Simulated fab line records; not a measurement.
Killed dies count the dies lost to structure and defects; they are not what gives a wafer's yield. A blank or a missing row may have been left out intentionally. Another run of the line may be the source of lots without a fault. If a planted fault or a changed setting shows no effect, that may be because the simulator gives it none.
Chamber matching -- flow berkeley cmos170 -- rie si-02 running UCB170_GATE_ETCH_15: 4 sister chambers
The step etches poly-Si in HBr/Cl2, stops on SiO2, time 56.3 s, target depth 278.2 nm. 8 wafers are shown with their chamber, then 7 later ones without.

## EACH WAFER AND ITS CHAMBER
wafer,chamber,drypump motor current A (A),throttle valve pct (%)
L586.6,3,6.05,26.42
L594.2,1,5.76,26.53
L594.5,0,5.74,26.48
L598.2,3,6.06,26.42
L598.3,0,5.73,26.51
L598.6,2,5.48,26.69
L599.1,2,5.47,26.70
L599.2,1,5.78,26.52

## WAFERS WITHOUT THEIR CHAMBER
wafer,drypump motor current A (A),throttle valve pct (%)
L599.5,5.49,26.72
L601.1,5.48,26.70
L601.3,6.07,26.42
L601.6,5.80,26.52
L603.1,5.75,26.50
L603.3,5.76,26.51
L603.5,5.75,26.48

## THE CHAMBER EACH PASSED THROUGH
wafer,from the rows above,in truth
L599.5,2,2
L601.1,2,2
L601.3,3,3
L601.6,1,1
L603.1,can't be placed: 0 or 1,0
L603.3,can't be placed: 1 or 0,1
L603.5,0,0
Correctly placed: 5 of 7. Cannot be placed on the basis of these rows: 2; the candidates contain the true chamber in 2. 0 placed wrongly.
How it was worked out, from the rows above alone: a wafer's distance from a chamber is the root of the sum, over the readings, of the square of ((its reading less the chamber's mean) divided by the reading's scatter). If the next closest chamber is less than 2 further off than the closest, the wafer can't be placed; otherwise it belongs to the closest. A chamber's mean is the mean of its shown wafers. The scatter is the square root of a quotient: the sum, over the shown wafers, of each reading's squared deviation from its chamber's mean, divided by wafers minus chambers.
